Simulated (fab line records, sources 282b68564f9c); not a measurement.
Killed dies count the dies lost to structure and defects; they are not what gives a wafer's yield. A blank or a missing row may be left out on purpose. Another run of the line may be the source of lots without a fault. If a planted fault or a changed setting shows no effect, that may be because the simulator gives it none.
Comparing a struck lot with a sound one / flow rit_cmos / 28 steps out of a route of 202
Sound: these wafers, L109.2, L109.4, L109.6. Struck: wafers L113.2, L113.4 (left out: L113.3, a lot-mate that was not struck); the cause follows at the end.
Per side, at each step with rows, come the tool, then ch with its chambers, and then its first start. Under that, the readings that differ: sound wafers / struck wafers / difference of the means / sigmas: that difference in standard deviations of wafers without a fault.
alike: readings with means less than 2 such deviations apart, plus words and numbers identical on both sides. not compared: withheld readings, readings lacking a value on some wafer, bounds such as >300 that could conceal the same value, and numbers that have no deviation in the record and whose values overlap.
A row with sigmas, a row that says differs or no value, or rows on one side alone: a step with any of these is where the two part. Numbers that have no deviation but don't overlap get no sigmas and don't part them. Lack of a reading on every wafer of one side parts them only where that side has two or more wafers.

RIT_SDANNEAL_RTA_03: time 5 s.
  sound on rtp_anneal-02 ch 0, day 3 16:17; struck on rtp_anneal-02 ch 0, day 4 12:01
  alike: ramp_up_c_per_s, wafer_temp_C_max
RIT_SDANNEAL_RS_MEAS_04: a four-point-probe measurement.
  sound: film_metro-02 at day 3 16:22; struck: film_metro-01 at day 4 12:05
  alike: PSD_RS
RIT_SDANNEAL_RS_MEAS_05: a four-point-probe measurement.
  sound: film_metro-02 at day 3 16:29; struck: film_metro-01 at day 4 12:12
  alike: NSD_RS
RIT_SDANNEAL_RS_MEAS_06: a four-point-probe measurement.
  sound: film_metro-02 at day 3 16:36; struck: film_metro-01 at day 4 12:19
  alike: PLDD_RS
RIT_SDANNEAL_RS_MEAS_07: a four-point-probe measurement.
  sound: film_metro-02 at day 3 16:43; struck: film_metro-01 at day 4 12:26
  alike: NLDD_RS
then, 1 step without rows for these wafers: RIT_SILICIDE_WET_ETCH_00 (etches SiO2 in BOE, target depth 14 nm, time 15 s).
RIT_SILICIDE_SPUTTER_01: material Ti, target thk 30 nm, time 240 s.
  sound: pvd_sputter-01 at day 3 16:50; struck: pvd_sputter-02 at day 4 12:33
reading=cathode_dc_power_W (W); sound=350.05 350.09 350.04; struck=349.96 349.82; difference=-0.17; sigmas=-2
  alike: throttle_valve_pct
RIT_SILICIDE_RS_MEAS_02: a four-point-probe measurement.
  sound: film_metro-03 at day 3 17:01; struck: film_metro-02 at day 4 12:43
reading=SILICIDE_TI_RS (ohm/sq); sound=48.7 48.4 49.0; struck=46.1 47.4; difference=-2.0; sigmas=-3
RIT_SILICIDE_THK_MEAS_03: measures by xrf.
  sound: film_metro-03 at day 3 17:07; struck: film_metro-02 at day 4 12:50
reading=SILICIDE_TI_THK (nm); sound=29.7 29.9 29.7; struck=30.9 30.4; difference=+0.9; sigmas=+2
RIT_SILICIDE_RTA_04: time 10 s, ramp up 5 s, ramp down 5 s.
  sound on rtp_anneal-01 ch 0, day 3 17:11; struck on rtp_anneal-01 ch 0, day 4 12:53
  alike: wafer_temp_C_max
then, 1 step without rows for these wafers: RIT_SILICIDE_WET_ETCH_05 (etches Ti in SPM, time 120 s).
RIT_SILICIDE_RTA_06: time 10 s, ramp up 5 s, ramp down 10 s.
  sound on rtp_anneal-02 ch 0, day 3 17:17; struck on rtp_anneal-02 ch 0, day 4 13:00
reading=wafer_temp_C_max; sound=753.3 753.7 753.3; struck=754.4 755.7; difference=+1.6; sigmas=+3
RIT_CONTACT_CVD_00: deposits SiO2 from TEOS, target thk 400 nm, time 63.28 s.
  sound on pecvd-02 ch 0,2, day 3 17:20; struck on pecvd-01 ch 0, day 4 13:04
reading=model.SiO2_of_CONTACT_CVD_00.thk_nm (nm); sound=420 426.1 425; struck=537.1 548; difference=+118.8; sigmas=
  alike: heater_power_w
RIT_CONTACT_THK_MEAS_01:
  sound: film_metro-01 at day 3 17:24; struck: film_metro-03 at day 4 13:07
reading=CONTACT_TEOS_THK (nm); sound=420 426 425; struck=537 548; difference=+119; sigmas=+22
then, 6 steps without rows for these wafers: RIT_CONTACT_HMDS_02 (prime time 60 s); RIT_CONTACT_COAT_03 (resist thk 1000 nm); RIT_CONTACT_SOFTBAKE_04 (time 60 s); RIT_CONTACT_EXPOSE_05 (exposes mask M11, target cd 1000 nm); RIT_CONTACT_PEB_06; RIT_CONTACT_DEVELOP_07 (develop time 120 s).
RIT_CONTACT_CD_MEAS_08: the cd target is 1000 nm.
  sound: cd_sem-01 at day 3 18:34; struck: cd_sem-02 at day 4 14:10
  alike: cd_nm
RIT_CONTACT_OVL_MEAS_09:
  sound: overlay-02 at day 3 18:40; struck: overlay-01 at day 4 14:16
  alike: CONTACT_OVL
then, 1 step without rows for these wafers: RIT_CONTACT_HARDBAKE_10 (time 60 s).
RIT_CONTACT_ETCH_11: etches SiO2 in CHF3/CF4/Ar, stops on TiSi2, target depth 480 nm, time 320 s.
  sound on rie_diel-03 ch 0,1, day 3 18:51; struck on rie_diel-02 ch 0,2, day 4 14:26
reading=oes_product_au (a.u.); sound=0.974 1.011 0.977; struck=1.023 1.023; difference=+0.036; sigmas=+2
reading=model.etch.depth_nm (nm); sound=420 426.1 425; struck=490 480.5; difference=+62; sigmas=
reading=model.CONTACT.feature_depth_nm (nm); sound=420 426.1 425; struck=490 480.5; difference=+62; sigmas=
  alike: cf4_flow_sccm, drypump_motor_current_A, throttle_valve_pct
  not compared: rf_hours_counter_h
RIT_CONTACT_STRIP_12: strips in O2, time 180 s.
  sound on plasma_asher-01 ch 0,1, day 3 19:02; struck on plasma_asher-01 ch 0, day 4 14:38
  alike: drypump_motor_current_A
  not compared: rf_hours_counter_h
RIT_CONTACT_CD_MEAS_90: the cd target is 1000 nm.
  sound: cd_sem-02 at day 3 19:14; struck: cd_sem-02 at day 4 14:50
  alike: cd_nm
RIT_CONTACT_CLEAN_13: cleans in SC1, time 600 s.
  sound on wet_bench-03 ch 1, day 3 19:20; struck on wet_bench-02 ch 2, day 4 14:56
reading=model.SiO2_of_CONTACT_CVD_00.thk_nm (nm); sound=415.9 422 420.8; struck=533.1 543.9; difference=+118.9; sigmas=
then, 1 step without rows for these wafers: RIT_CONTACT_CLEAN_14 (cleans in SC2, time 600 s).

WHERE THEY PART
First at RIT_SILICIDE_SPUTTER_01; last, within this record, at RIT_CONTACT_ETCH_11. Later steps at which nothing parts them and some readings are alike: RIT_CONTACT_STRIP_12, RIT_CONTACT_CD_MEAS_90.

WHY: what had been put in by the simulator
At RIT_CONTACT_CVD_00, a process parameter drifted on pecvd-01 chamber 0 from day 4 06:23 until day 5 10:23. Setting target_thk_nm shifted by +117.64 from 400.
